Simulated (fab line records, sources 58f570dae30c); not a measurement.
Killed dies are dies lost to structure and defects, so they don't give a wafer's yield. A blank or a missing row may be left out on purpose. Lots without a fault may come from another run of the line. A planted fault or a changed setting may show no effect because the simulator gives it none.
fab line records | flow berkeley_cmos170
record lots=5 wafers=15 last_day=12
route steps=331 shown NLDD@163 SPACER@171 PSD@175 NSD@187 BACKSIDE@199
lots that met no fault: from a run of the same line without faults
start_h: hours from the record's first day to the start of the lot's first wafer shown | wait_h: hours since the lot's step before | " the same as in the row above | L1.1+2: a row that stands for several wafers | - no value, or no start given | * or withheld: withheld | < > ~ a bound
route shown NAME@n: a module of which the file shows steps, and the number in the route of the first | usual: mean/standard deviation of fault-free wafers | same: alike in all rows | chamber/n: place in a boat | sites: the reading at each site | _std_site: their standard deviation | _edge_site: outer sites' mean less inner sites' | radius_mm: how far each site lies from the wafer's centre | mask NAME#n: copy n | behind: the tool/chamber that last shaped the wafer | hold: why the lot was held/for how many hours/how that ended | device: the transistor (n, p or np) that didn't switch | end of line: the same wafers' tests at the end of the route | a step without rows: its recipe alone | killed: dies lost to structure and defects at the first sort, not the wafer's yield | map: a wafer's dies, x killed, . not, _ none there
set.NAME: the setting as run; set.NAME@STEP: as run at that earlier step | model.NAME: the simulator's own value behind a step, which no gauge read
lots at some steps of the route; a table a step, a row a wafer
services: from which hour (start_h, from the record's first day; less than 0 if before it) a tool's chamber was out of use, for how many hours, and why
## steps
# step UCB170_NLDD_DEVELOP_05
# recipe developer=TMAH develop_time_s=45 resist=KrF dev_temp_c=21
# same develop_time_s=45
# columns lot.wafer tool chamber start_h wait_h
L079.2+3+6 litho_track-01 0 - -
L086.3+4+6 litho_track-04 0 - -
L084.2+3+6 litho_track-03 0 - -
L085.1+4+5 litho_track-04 0 - -
L090.1+2+3 litho_track-03 0 - -
# step UCB170_NLDD_CD_MEAS_06
# recipe target_cd_nm=1200
# usual cd_nm=1199.9/1.6
# columns lot.wafer tool chamber start_h wait_h cd_nm
L079.2 cd_sem-01 - 189.51 - 1199.6
L079.3 " - " " 1199.8
L079.6 " - " " 1200.0
L086.3 cd_sem-01 - 203.96 - 1201.1
L086.4 " - " " 1202.3
L086.6 " - " " 1203.5
L084.2 cd_sem-01 - 204.43 - 1201.5
L084.3 " - " " 1202.2
L084.6 " - " " 1202.7
L085.1 cd_sem-02 - 216.68 - 1200.2
L085.4 " - " " 1200.6
L085.5 " - " " 1200.4
L090.1 cd_sem-02 - 238.39 - 1202.3
L090.2 " - " " 1203.0
L090.3 " - " " 1202.3
# step UCB170_NLDD_OVL_MEAS_07
# usual NLDD_OVL=-2/5.7
# columns lot.wafer tool chamber start_h wait_h NLDD_OVL[nm]
L079.2 overlay-01 - 189.62 0.1 -4
L079.3 " - " " 5
L079.6 " - " " -5
L086.3 overlay-02 - 204.06 0.1 -6
L086.4 " - " " 0
L086.6 " - " " -7
L084.2 overlay-01 - 204.53 0.1 6
L084.3 " - " " 4
L084.6 " - " " 2
L085.1 overlay-01 - 216.80 0.1 -7
L085.4 " - " " 4
L085.5 " - " " -5
L090.1 overlay-02 - 238.51 0.1 1
L090.2 " - " " -2
L090.3 " - " " -6
# step UCB170_NLDD_IMPLANT_08
# recipe species=As dose_cm2=5e+13 energy_kev=30 tilt_deg=7 rotation_deg=0
# usual dose_ions_cm2=5.001e+13/5.5e+10
# columns lot.wafer tool chamber start_h wait_h dose_ions_cm2
L079.2 implanter-04 0 189.68 0.0 5.006e+13
L079.3 " 0 " " 4.991e+13
L079.6 " 0 " " 4.996e+13
L086.3 implanter-02 0 204.13 0.1 4.999e+13
L086.4 " 0 " " 5.003e+13
L086.6 " 0 " " 5.004e+13
L084.2 implanter-02 0 204.59 0.0 5.002e+13
L084.3 " 0 " " 5.002e+13
L084.6 " 0 " " 4.999e+13
L085.1 implanter-04 0 216.84 0.0 4.995e+13
L085.4 " 0 " " 4.996e+13
L085.5 " 0 " " 5.001e+13
L090.1 implanter-03 0 238.55 0.0 5.002e+13
L090.2 " 0 " " 5.006e+13
L090.3 " 0 " " 5.007e+13
# step UCB170_NLDD_IMPLANT_09
# recipe species=As dose_cm2=5e+13 energy_kev=30 tilt_deg=7 rotation_deg=180
# usual dose_ions_cm2=5e+13/5.6e+10
# columns lot.wafer tool chamber start_h wait_h dose_ions_cm2
L079.2 implanter-04 0 189.83 0.1 5.003e+13
L079.3 " 0 " " 4.992e+13
L079.6 " 0 " " 4.996e+13
L086.3 implanter-02 0 204.28 0.1 5.001e+13
L086.4 " 0 " " 5.004e+13
L086.6 " 0 " " 5e+13
L084.2 implanter-02 0 204.74 0.1 4.998e+13
L084.3 " 0 " " 4.997e+13
L084.6 " 0 " " 4.99e+13
L085.1 implanter-04 0 216.99 0.1 4.991e+13
L085.4 " 0 " " 4.996e+13
L085.5 " 0 " " 4.988e+13
L090.1 implanter-03 0 238.70 0.1 4.999e+13
L090.2 " 0 " " 5.006e+13
L090.3 " 0 " " 4.996e+13
# step UCB170_NLDD_STRIP_10
# recipe chemistry=O2 power_w=400 pressure_mtorr=3500 platen_temp_c=withheld o2_flow_sccm=400 overash_fraction=0.5
# usual chamber_pressure_mTorr=3500/3.6 drypump_motor_current_A=5.7/0.31 oes_product_au=0.735/0.0043 strip_time_to_endpoint_s=21.62/0.065
# columns lot.wafer tool chamber start_h wait_h chamber_pressure_mTorr drypump_motor_current_A oes_product_au rf_hours_counter_h strip_time_to_endpoint_s
L079.2 plasma_asher-03 1 189.95 0.1 3499 5.7 0.725 44 21.54
L079.3 " 1 " " 3504 5.7 0.733 - 21.55
L079.6 " 0 " " 3504 6.1 0.730 - 21.59
L086.3 plasma_asher-01 1 204.41 0.1 3497 5.8 0.735 - 21.69
L086.4 " 0 " " 3507 5.6 0.731 - 21.67
L086.6 " 0 " " 3499 5.5 0.734 - 21.64
L084.2 plasma_asher-01 1 204.86 0.1 3500 5.9 0.735 51 21.59
L084.3 " 0 " " 3494 5.6 0.727 - 21.70
L084.6 " 1 " " 3496 5.8 0.741 - 21.71
L085.1 plasma_asher-03 1 217.14 0.1 3495 5.7 0.741 47 21.61
L085.4 " 0 " " 3498 6.0 0.734 - 21.61
L085.5 " 1 " " 3507 5.7 0.735 - 21.63
L090.1 plasma_asher-04 1 238.85 0.1 3501 5.0 0.739 45 21.51
L090.2 " 0 " " 3505 5.9 0.733 45 21.48
L090.3 " 1 " " 3506 5.0 0.732 - 21.55
# step UCB170_NLDD_TW_MEAS_11
# usual NLDD_TW=2221/11
# columns lot.wafer tool chamber start_h wait_h NLDD_TW
L079.2 film_metro-03 - 190.09 0.1 2239
L079.3 " - " " 2229
L079.6 " - " " 2236
L086.3 film_metro-04 - 204.50 0.1 2222
L086.4 " - " " 2210
L086.6 " - " " 2228
L084.2 film_metro-02 - 204.97 0.1 2212
L084.3 " - " " 2221
L084.6 " - " " 2211
L085.1 film_metro-04 - 217.24 0.1 2236
L085.4 " - " " 2235
L085.5 " - " " 2234
L090.1 film_metro-02 - 238.95 0.1 2217
L090.2 " - " " 2221
L090.3 " - " " 2241
# step UCB170_NLDD_CLEAN_12
# recipe chemistry=SPM temp_c=120 time_s=600
# usual bath_guard_temp_C=120.2/0.48
# columns lot.wafer tool chamber start_h wait_h bath_guard_temp_C
L079.2 wet_bench-02 0 190.14 0.0 120.3
L079.3 " 0 " " 120.1
L079.6 " 0 " " 120.5
L086.3 wet_bench-02 3 204.65 0.1 120.7
L086.4 " 3 " " 120.1
L086.6 " 3 " " 120.5
L084.2 wet_bench-02 1 205.02 0.0 120.7
L084.3 " 1 " " 120.5
L084.6 " 1 " " 120.4
L085.1 wet_bench-02 3 217.60 0.4 120.7
L085.4 " 3 " " 120.6
L085.5 " 3 " " 120.3
L090.1 wet_bench-02 3 239.27 0.3 120.7
L090.2 " 3 " " 120.2
L090.3 " 3 " " 120.5
# step UCB170_SPACER_CVD_00
# recipe material=SiO2 target_thk_nm=376 temp_c=390 precursor=TEOS/O2 time_s=47 rf_w=550 pressure_mtorr=9000
# usual heater_power_w=251/52
# columns lot.wafer tool chamber start_h wait_h heater_power_w
L079.2 pecvd-01 2 190.32 0.0 340
L079.3 " 0 " " 245
L079.6 " 0 " " 255
L086.3 pecvd-04 2 204.82 0.0 345
L086.4 " 1 " " 230
L086.6 " 0 " " 180
L084.2 pecvd-01 2 205.20 0.0 336
L084.3 " 1 " " 279
L084.6 " 1 " " 294
L085.1 pecvd-04 0 217.78 0.0 241
L085.4 " 0 " " 242
L085.5 " 0 " " 250
L090.1 pecvd-01 1 239.46 0.0 335
L090.2 " 0 " " 244
L090.3 " 2 " " 283
# step UCB170_SPACER_THK_MEAS_01
# recipe reads=SiO2_of_SPACER_CVD_00
# usual SPACER_TEOS_THK=378/6.3
# columns lot.wafer tool chamber start_h wait_h SPACER_TEOS_THK[nm]
L079.2 film_metro-03 - 190.42 0.1 366
L079.3 " - " " 371
L079.6 " - " " 378
L086.3 film_metro-04 - 204.89 0.0 382
L086.4 " - " " 375
L086.6 " - " " 378
L084.2 film_metro-03 - 205.25 0.0 368
L084.3 " - " " 366
L084.6 " - " " 381
L085.1 film_metro-03 - 217.84 0.0 372
L085.4 " - " " 378
L085.5 " - " " 375
L090.1 film_metro-03 - 239.50 0.0 370
L090.2 " - " " 376
L090.3 " - " " 367
# step UCB170_SPACER_ANNEAL_02
# recipe temp_c=900 time_s=1800 ambient=N2
# columns lot.wafer tool chamber start_h wait_h
L079.2+3+6 furnace-01 0 193.83 3.4
L084.2+3+6 furnace-02 0 208.34 3.1
L086.3+4+6 furnace-02 0 208.34 3.4
L085.1+4+5 furnace-02 0 220.14 2.3
L090.1+2+3 furnace-04 0 243.08 3.6
# step UCB170_SPACER_ETCHBACK_03
# recipe stop_on=Si target=SiO2 chemistry=CHF3/CF4/Ar CHF3_flow_sccm=50 cf4_flow_sccm=10 Ar_flow_sccm=120 pressure_mtorr=200 rf_w=500 target_depth_a=3760 time_s=100
# usual chamber_pressure_mTorr=200.00/0.17 drypump_motor_current_A=5.8/0.31 oes_product_au=0.897/0.014 throttle_valve_pct=6.46/0.12
# columns lot.wafer tool chamber start_h wait_h chamber_pressure_mTorr drypump_motor_current_A oes_product_au rf_hours_counter_h throttle_valve_pct
L079.2 rie_diel-02 2 195.33 0.0 200.15 5.9 0.857 124 6.60
L079.3 " 0 " " 200.10 5.3 0.893 85 6.60
L079.6 " 0 " " 200.12 5.3 0.909 - 6.61
L086.3 rie_diel-01 1 209.84 0.0 199.91 6.0 0.901 110 6.33
L086.4 " 2 " " 199.92 6.0 0.896 80 6.43
L086.6 " 3 " " 199.97 5.6 0.891 - 6.54
L084.2 rie_diel-01 2 209.91 0.1 199.78 6.0 0.888 80 6.42
L084.3 " 0 " " 199.75 5.3 0.877 3 6.36
L084.6 " 0 " " 200.38 5.3 0.900 - 6.36
L085.1 rie_diel-03 1 221.71 0.1 200.10 5.7 0.918 131 6.61
L085.4 " 3 " " 200.20 5.8 0.881 103 6.31
L085.5 " 1 " " 199.98 5.7 0.920 - 6.60
L090.1 rie_diel-01 2 244.58 0.0 200.36 6.0 0.877 83 6.43
L090.2 " 3 " " 199.96 5.5 0.883 136 6.53
L090.3 " 1 " " 200.16 6.0 0.878 113 6.32
# step UCB170_PSD_HMDS_00
# recipe prime_time_s=60 prime_temp_c=100
# columns lot.wafer tool chamber start_h wait_h
L079.2+3+6 litho_track-02 0 195.84 0.5
L086.3+4+6 litho_track-01 0 210.32 0.4
L084.2+3+6 litho_track-03 0 210.73 0.8
L085.1+4+5 litho_track-01 0 222.33 0.6
L090.1+2+3 litho_track-01 0 244.67 0.1
# step UCB170_PSD_COAT_01
# recipe resist=KrF spin_rpm=1500 resist_thk_nm=900
# columns lot.wafer tool chamber start_h wait_h
L079.2+3+6 litho_track-02 0 195.99 0.1
L086.3+4+6 litho_track-01 0 210.47 0.1
L084.2+3+6 litho_track-03 0 210.88 0.1
L085.1+4+5 litho_track-01 0 222.48 0.1
L090.1+2+3 litho_track-01 0 244.82 0.1
# step UCB170_PSD_SOFTBAKE_02
# recipe resist=KrF temp_c=130 time_s=60
# columns lot.wafer tool chamber start_h wait_h
L079.2+3+6 litho_track-02 0 196.14 0.1
L086.3+4+6 litho_track-01 0 210.62 0.1
L084.2+3+6 litho_track-03 0 211.03 0.1
L085.1+4+5 litho_track-01 0 222.63 0.1
L090.1+2+3 litho_track-01 0 244.97 0.1
# step UCB170_PSD_EXPOSE_03
# recipe mask_id=PSELECT_MOD na=0.5 sigma_outer=0.6 source_shape=conventional target_cd_nm=1200 dose_mj=30
# usual focus_offset_nm=0.0/0.48
# columns lot.wafer tool chamber start_h wait_h mask focus_offset_nm
L079.2 krf_scanner-01 0 196.41 0.2 PSELECT_MOD#0 0.0
L079.3 " 0 " " PSELECT_MOD#0 0.0
L079.6 " 0 " " PSELECT_MOD#0 -1.2
L086.3 krf_scanner-01 0 210.98 0.3 PSELECT_MOD#0 0.2
L086.4 " 0 " " PSELECT_MOD#0 0.5
L086.6 " 0 " " PSELECT_MOD#0 -0.2
L084.2 krf_scanner-02 0 211.43 0.4 PSELECT_MOD#0 -0.6
L084.3 " 0 " " PSELECT_MOD#0 -0.2
L084.6 " 0 " " PSELECT_MOD#0 0.3
L085.1 krf_scanner-02 0 223.00 0.3 PSELECT_MOD#0 -0.5
L085.4 " 0 " " PSELECT_MOD#0 1.1
L085.5 " 0 " " PSELECT_MOD#0 0.1
L090.1 krf_scanner-02 0 245.47 0.5 PSELECT_MOD#0 0.5
L090.2 " 0 " " PSELECT_MOD#0 0.7
L090.3 " 0 " " PSELECT_MOD#0 0.5
# step UCB170_PSD_PEB_04
# recipe peb_temp_c=130 peb_time_s=withheld resist=KrF
# columns lot.wafer tool chamber start_h wait_h
L079.2+3+6 litho_track-01 0 196.98 0.6
L086.3+4+6 litho_track-03 0 211.48 0.5
L084.2+3+6 litho_track-02 0 211.79 0.3
L085.1+4+5 litho_track-02 0 223.30 0.3
L090.1+2+3 litho_track-02 0 245.59 0.1
# step UCB170_PSD_DEVELOP_05
# recipe developer=TMAH develop_time_s=45 resist=KrF dev_temp_c=21
# same develop_time_s=45
# columns lot.wafer tool chamber start_h wait_h
L079.2+3+6 litho_track-01 0 - -
L086.3+4+6 litho_track-03 0 - -
L084.2+3+6 litho_track-02 0 - -
L085.1+4+5 litho_track-02 0 - -
L090.1+2+3 litho_track-02 0 - -
# step UCB170_PSD_CD_MEAS_06
# recipe target_cd_nm=1200
# usual cd_nm=1200.2/1.5
# columns lot.wafer tool chamber start_h wait_h cd_nm
L079.2 cd_sem-01 - 197.25 - 1199.4
L079.3 " - " " 1200.5
L079.6 " - " " 1201.4
L086.3 cd_sem-02 - 211.74 - 1202.1
L086.4 " - " " 1201.1
L086.6 " - " " 1200.5
L084.2 cd_sem-02 - 212.07 - 1200.9
L084.3 " - " " 1201.1
L084.6 " - " " 1199.6
L085.1 cd_sem-01 - 223.57 - 1198.8
L085.4 " - " " 1199.5
L085.5 " - " " 1199.3
L090.1 cd_sem-01 - 245.86 - 1201.3
L090.2 " - " " 1200.3
L090.3 " - " " 1199.6
# step UCB170_PSD_OVL_MEAS_07
# usual PSD_OVL=1/6.1
# columns lot.wafer tool chamber start_h wait_h PSD_OVL[nm]
L079.2 overlay-02 - 197.36 0.1 1
L079.3 " - " " 2
L079.6 " - " " 2
L086.3 overlay-02 - 211.83 0.1 -9
L086.4 " - " " -2
L086.6 " - " " -4
L084.2 overlay-01 - 212.17 0.1 3
L084.3 " - " " 10
L084.6 " - " " -1
L085.1 overlay-02 - 223.69 0.1 1
L085.4 " - " " -4
L085.5 " - " " -5
L090.1 overlay-02 - 245.98 0.1 -7
L090.2 " - " " 10
L090.3 " - " " 5
# step UCB170_PSD_IMPLANT_08
# recipe species=B dose_cm2=2.95e+15 energy_kev=20 tilt_deg=7
# usual dose_ions_cm2=2.949e+15/3.1e+12
# columns lot.wafer tool chamber start_h wait_h dose_ions_cm2
L079.2 implanter-02 0 197.41 0.0 2.949e+15
L079.3 " 0 " " 2.951e+15
L079.6 " 0 " " 2.948e+15
L086.3 implanter-03 0 211.91 0.1 2.949e+15
L086.4 " 0 " " 2.948e+15
L086.6 " 0 " " 2.948e+15
L084.2 implanter-03 0 212.23 0.0 2.948e+15
L084.3 " 0 " " 2.95e+15
L084.6 " 0 " " 2.948e+15
L085.1 implanter-03 0 223.73 0.0 2.952e+15
L085.4 " 0 " " 2.947e+15
L085.5 " 0 " " 2.949e+15
L090.1 implanter-03 0 246.02 0.0 2.948e+15
L090.2 " 0 " " 2.95e+15
L090.3 " 0 " " 2.951e+15
# step UCB170_PSD_STRIP_09
# recipe chemistry=O2 power_w=400 pressure_mtorr=3500 platen_temp_c=withheld o2_flow_sccm=400 overash_fraction=0.5
# usual chamber_pressure_mTorr=3499.9/2.9 drypump_motor_current_A=5.81/0.17 oes_product_au=0.603/0.0046 strip_time_to_endpoint_s=29.25/0.079
# columns lot.wafer tool chamber start_h wait_h chamber_pressure_mTorr drypump_motor_current_A oes_product_au rf_hours_counter_h strip_time_to_endpoint_s
L079.2 plasma_asher-01 1 197.54 0.1 3493.8 5.87 0.597 50 29.22
L079.3 " 1 " " 3500.9 5.82 0.604 - 29.27
L079.6 " 0 " " 3503.4 5.57 0.608 - 29.20
L086.3 plasma_asher-03 1 212.04 0.1 3502.4 5.71 0.599 - 29.30
L086.4 " 0 " " 3498.3 6.09 0.600 - 29.27
L086.6 " 0 " " 3504.3 6.10 0.601 - 29.21
L084.2 plasma_asher-01 1 212.35 0.1 3498.8 5.91 0.603 51 29.36
L084.3 " 1 " " 3502.7 5.89 0.597 - 29.33
L084.6 " 0 " " 3500.6 5.57 0.601 - 29.22
L085.1 plasma_asher-03 1 223.88 0.1 3498.4 5.68 0.607 48 29.13
L085.4 " 0 " " 3501.4 6.05 0.608 - 29.11
L085.5 " 1 " " 3499.4 5.69 0.607 - 29.13
L090.1 plasma_asher-02 1 246.17 0.1 3498.4 5.87 0.599 15 29.22
L090.2 " 0 " " 3505.8 5.81 0.600 15 29.20
L090.3 " 1 " " 3498.6 5.89 0.608 - 29.24
# step UCB170_PSD_TW_MEAS_10
# usual PSD_TW=2318/12
# columns lot.wafer tool chamber start_h wait_h PSD_TW
L079.2 film_metro-02 - 197.65 0.1 2301
L079.3 " - " " 2311
L079.6 " - " " 2298
L086.3 film_metro-02 - 212.13 0.1 2314
L086.4 " - " " 2314
L086.6 " - " " 2310
L084.2 film_metro-02 - 212.46 0.1 2313
L084.3 " - " " 2315
L084.6 " - " " 2316
L085.1 film_metro-02 - 223.98 0.1 2327
L085.4 " - " " 2331
L085.5 " - " " 2336
L090.1 film_metro-02 - 246.28 0.1 2323
L090.2 " - " " 2320
L090.3 " - " " 2332
# step UCB170_PSD_CLEAN_11
# recipe chemistry=SPM temp_c=120 time_s=600
# usual bath_guard_temp_C=120.0/0.61
# columns lot.wafer tool chamber start_h wait_h bath_guard_temp_C
L079.2 wet_bench-04 0 197.70 0.0 120.4
L079.3 " 0 " " 120.4
L079.6 " 0 " " 120.4
L086.3 wet_bench-04 0 212.17 0.0 120.0
L086.4 " 0 " " 120.4
L086.6 " 0 " " 120.4
L084.2 wet_bench-04 0 212.51 0.0 120.4
L084.3 " 0 " " 120.3
L084.6 " 0 " " 120.6
L085.1 wet_bench-01 1 224.06 0.1 119.0
L085.4 " 1 " " 119.3
L085.5 " 1 " " 118.9
L090.1 wet_bench-01 1 248.82 2.5 118.7
L090.2 " 1 " " 119.0
L090.3 " 1 " " 119.1
# step UCB170_NSD_HMDS_00
# recipe prime_time_s=60 prime_temp_c=100
# columns lot.wafer tool chamber start_h wait_h
L079.2+3+6 litho_track-03 0 198.24 0.4
L086.3+4+6 litho_track-02 0 212.54 0.2
L084.2+3+6 litho_track-02 0 212.96 0.3
L085.1+4+5 litho_track-04 0 224.39 0.2
L090.1+2+3 litho_track-04 0 249.44 0.5
# step UCB170_NSD_COAT_01
# recipe resist=KrF spin_rpm=1500 resist_thk_nm=900
# columns lot.wafer tool chamber start_h wait_h
L079.2+3+6 litho_track-03 0 198.39 0.1
L086.3+4+6 litho_track-02 0 212.69 0.1
L084.2+3+6 litho_track-02 0 213.11 0.1
L085.1+4+5 litho_track-04 0 224.54 0.1
L090.1+2+3 litho_track-04 0 249.59 0.1
# step UCB170_NSD_SOFTBAKE_02
# recipe resist=KrF temp_c=130 time_s=60
# columns lot.wafer tool chamber start_h wait_h
L079.2+3+6 litho_track-03 0 198.54 0.1
L086.3+4+6 litho_track-02 0 212.84 0.1
L084.2+3+6 litho_track-02 0 213.26 0.1
L085.1+4+5 litho_track-04 0 224.69 0.1
L090.1+2+3 litho_track-04 0 249.74 0.1
# step UCB170_NSD_EXPOSE_03
# recipe mask_id=NSELECT_MOD na=0.5 sigma_outer=0.6 source_shape=conventional target_cd_nm=1200 dose_mj=30
# usual focus_offset_nm=0.0/0.49
# columns lot.wafer tool chamber start_h wait_h mask focus_offset_nm
L079.2 krf_scanner-02 0 198.69 0.1 NSELECT_MOD#0 -0.2
L079.3 " 0 " " NSELECT_MOD#0 0.5
L079.6 " 0 " " NSELECT_MOD#0 -0.7
L086.3 krf_scanner-02 0 213.10 0.2 NSELECT_MOD#0 0.3
L086.4 " 0 " " NSELECT_MOD#0 -0.3
L086.6 " 0 " " NSELECT_MOD#0 -0.1
L084.2 krf_scanner-02 0 213.41 0.1 NSELECT_MOD#0 0.1
L084.3 " 0 " " NSELECT_MOD#0 -0.2
L084.6 " 0 " " NSELECT_MOD#0 -0.5
L085.1 krf_scanner-01 0 225.02 0.3 NSELECT_MOD#0 -0.2
L085.4 " 0 " " NSELECT_MOD#0 -0.1
L085.5 " 0 " " NSELECT_MOD#0 0.4
L090.1 krf_scanner-02 0 - - NSELECT_MOD#0 0.4
L090.2 " 0 " " NSELECT_MOD#0 -0.1
L090.3 " 0 " " NSELECT_MOD#0 0.5
# step UCB170_NSD_PEB_04
# recipe peb_temp_c=130 peb_time_s=withheld resist=KrF
# columns lot.wafer tool chamber start_h wait_h
L079.2+3+6 litho_track-02 0 199.26 0.6
L086.3+4+6 litho_track-03 0 213.48 0.4
L084.2+3+6 litho_track-03 0 214.18 0.8
L085.1+4+5 litho_track-03 0 225.14 0.1
L090.1+2+3 litho_track-04 0 - -
# step UCB170_NSD_DEVELOP_05
# recipe developer=TMAH develop_time_s=45 resist=KrF dev_temp_c=21
# same develop_time_s=45
# columns lot.wafer tool chamber start_h wait_h
L079.2+3+6 litho_track-02 0 - -
L086.3+4+6 litho_track-03 0 - -
L084.2+3+6 litho_track-03 0 - -
L085.1+4+5 litho_track-03 0 - -
L090.1+2+3 litho_track-04 0 - -
# step UCB170_NSD_CD_MEAS_06
# recipe target_cd_nm=1200
# usual cd_nm=1199.5/1.3
# columns lot.wafer tool chamber start_h wait_h cd_nm
L079.2 cd_sem-02 - 199.55 - 1200.1
L079.3 " - " " 1198.2
L079.6 " - " " 1200.0
L086.3 cd_sem-01 - 213.74 - 1198.2
L086.4 " - " " 1198.6
L086.6 " - " " 1197.7
L084.2 cd_sem-02 - 214.45 - 1197.1
L084.3 " - " " 1197.4
L084.6 " - " " 1198.3
L085.1 cd_sem-02 - 225.41 - 1199.9
L085.4 " - " " 1198.2
L085.5 " - " " 1200.7
L090.1 cd_sem-01 - 251.62 - 1199.9
L090.2 " - " " 1199.9
L090.3 " - " " 1200.0
# step UCB170_NSD_OVL_MEAS_07
# usual NSD_OVL=2/5.4
# columns lot.wafer tool chamber start_h wait_h NSD_OVL[nm]
L079.2 overlay-01 - 199.66 0.1 6
L079.3 " - " " 7
L079.6 " - " " 13
L086.3 overlay-02 - 213.83 0.1 -2
L086.4 " - " " -10
L086.6 " - " " -7
L084.2 overlay-01 - 214.55 0.1 -7
L084.3 " - " " 5
L084.6 " - " " 2
L085.1 overlay-01 - 225.53 0.1 2
L085.4 " - " " -2
L085.5 " - " " 1
L090.1 overlay-01 - 251.74 0.1 0
L090.2 " - " " 4
L090.3 " - " " 1
# step UCB170_NSD_IMPLANT_08
# recipe species=P dose_cm2=3e+15 energy_kev=40.6 tilt_deg=7
# usual dose_ions_cm2=3e+15/3.5e+12
# columns lot.wafer tool chamber start_h wait_h dose_ions_cm2
L079.2 implanter-02 0 199.71 0.0 3.004e+15
L079.3 " 0 " " 2.999e+15
L079.6 " 0 " " 3.003e+15
L086.3 implanter-04 0 213.91 0.1 2.989e+15
L086.4 " 0 " " 2.997e+15
L086.6 " 0 " " 2.997e+15
L084.2 implanter-04 0 214.61 0.0 3.001e+15
L084.3 " 0 " " 3.002e+15
L084.6 " 0 " " 2.998e+15
L085.1 implanter-01 0 225.57 0.0 3.003e+15
L085.4 " 0 " " 2.997e+15
L085.5 " 0 " " 3.001e+15
L090.1 implanter-01 0 251.77 0.0 3.002e+15
L090.2 " 0 " " 3.003e+15
L090.3 " 0 " " 2.999e+15
# step UCB170_NSD_STRIP_09
# recipe chemistry=O2 power_w=400 pressure_mtorr=3500 platen_temp_c=withheld o2_flow_sccm=400 overash_fraction=0.5
# usual chamber_pressure_mTorr=3500/3.1 drypump_motor_current_A=5.78/0.26 oes_product_au=0.532/0.0047 strip_time_to_endpoint_s=36.08/0.086
# columns lot.wafer tool chamber start_h wait_h chamber_pressure_mTorr drypump_motor_current_A oes_product_au rf_hours_counter_h strip_time_to_endpoint_s
L079.2 plasma_asher-02 1 199.84 0.1 3502 5.88 0.537 10 36.09
L079.3 " 1 " " 3504 5.93 0.534 - 36.13
L079.6 " 0 " " 3505 5.80 0.536 - 36.08
L086.3 plasma_asher-02 0 214.04 0.1 3493 5.79 0.523 - 35.93
L086.4 " 1 " " 3495 5.89 0.526 - 35.97
L086.6 " 0 " " 3502 5.76 0.528 - 35.94
L084.2 plasma_asher-03 1 214.73 0.1 3499 5.70 0.537 47 36.04
L084.3 " 1 " " 3497 5.69 0.529 - 36.06
L084.6 " 1 " " 3504 5.71 0.536 - 36.04
L085.1 plasma_asher-03 0 225.72 0.1 3509 6.07 0.540 48 36.08
L085.4 " 1 " " 3500 5.73 0.532 - 36.00
L085.5 " 0 " " 3498 6.05 0.538 - 36.08
L090.1 plasma_asher-02 0 251.92 0.1 3501 5.78 0.523 16 36.18
L090.2 " 1 " " 3504 5.84 0.529 16 36.24
L090.3 " 1 " " 3505 5.86 0.525 - 36.19
# step UCB170_NSD_TW_MEAS_10
# usual NSD_TW=4209/23
# columns lot.wafer tool chamber start_h wait_h NSD_TW
L079.2 film_metro-03 - 199.95 0.1 4185
L079.3 " - " " 4193
L079.6 " - " " 4181
L086.3 film_metro-04 - 214.13 0.1 4196
L086.4 " - " " 4208
L086.6 " - " " 4175
L084.2 film_metro-02 - 214.84 0.1 4191
L084.3 " - " " 4199
L084.6 " - " " 4205
L085.1 film_metro-03 - 225.82 0.1 4218
L085.4 " - " " 4202
L085.5 " - " " 4211
L090.1 film_metro-02 - 252.02 0.1 4213
L090.2 " - " " 4220
L090.3 " - " " 4216
# step UCB170_NSD_CLEAN_11
# recipe chemistry=SPM temp_c=120 time_s=600
# usual bath_guard_temp_C=120.2/0.31
# columns lot.wafer tool chamber start_h wait_h bath_guard_temp_C
L079.2 wet_bench-04 3 200.00 0.0 120.8
L079.3 " 3 " " 120.4
L079.6 " 3 " " 120.3
L086.3 wet_bench-02 2 214.17 0.0 120.5
L086.4 " 2 " " 120.3
L086.6 " 2 " " 120.3
L084.2 wet_bench-02 2 214.93 0.1 120.2
L084.3 " 2 " " 120.5
L084.6 " 2 " " 120.8
L085.1 wet_bench-03 0 225.88 0.1 120.1
L085.4 " 0 " " 120.0
L085.5 " 0 " " 119.8
L090.1 wet_bench-04 2 252.08 0.1 119.9
L090.2 " 2 " " 119.1
L090.3 " 2 " " 119.2
# step UCB170_BACKSIDE_HMDS_00
# recipe prime_time_s=60 prime_temp_c=100
# columns lot.wafer tool chamber start_h wait_h
L079.2+3+6 litho_track-04 0 200.20 0.0
L086.3+4+6 litho_track-02 0 215.34 1.0
L084.2+3+6 litho_track-04 0 215.98 0.9
L085.1+4+5 litho_track-01 0 226.14 0.1
L090.1+2+3 litho_track-04 0 252.27 0.0
# step UCB170_BACKSIDE_COAT_01
# recipe resist=KrF spin_rpm=1500 resist_thk_nm=900
# columns lot.wafer tool chamber start_h wait_h
L079.2+3+6 litho_track-04 0 200.35 0.1
L086.3+4+6 litho_track-02 0 215.49 0.1
L084.2+3+6 litho_track-04 0 216.13 0.1
L085.1+4+5 litho_track-01 0 226.29 0.1
L090.1+2+3 litho_track-04 0 252.42 0.1
# step UCB170_BACKSIDE_SOFTBAKE_02
# recipe resist=KrF temp_c=130 time_s=60
# columns lot.wafer tool chamber start_h wait_h
L079.2+3+6 litho_track-04 0 200.50 0.1
L086.3+4+6 litho_track-02 0 215.64 0.1
L084.2+3+6 litho_track-04 0 216.28 0.1
L085.1+4+5 litho_track-01 0 226.44 0.1
L090.1+2+3 litho_track-04 0 252.57 0.1
## services
# columns tool chamber start_h hours kind
implanter-01 - 165.80 0.8 repair
rie_diel-01 3 165.84 4.1 repair
pecvd-04 0 167.36 8.4 repair
plasma_asher-04 - 168.24 6.5 repair
rie_diel-03 3 169.00 4.3 repair
plasma_asher-01 - 169.57 2.2 repair
furnace-01 - 175.52 3.8 pm
pecvd-04 - 192.32 1.7 repair
rie_diel-03 0 195.64 1.5 repair
pecvd-04 2 206.27 31.5 repair
furnace-04 - 207.21 4.3 pm
wet_bench-01 - 210.67 4.9 repair
rie_diel-02 - 211.92 28.1 pm
implanter-01 - 212.26 3.3 repair
krf_scanner-01 - 212.82 1.3 pm
implanter-04 - 220.46 1.4 repair
rie_diel-01 0 222.67 13.2 repair
implanter-03 - 225.70 3.2 repair
furnace-02 - 228.60 1.1 repair
implanter-02 - 232.77 9.9 repair
implanter-04 - 234.91 0.7 repair
krf_scanner-02 - 237.70 3.0 repair
krf_scanner-02 - 238.10 1.9 repair
krf_scanner-02 - 247.37 1.0 repair
## key
fault none
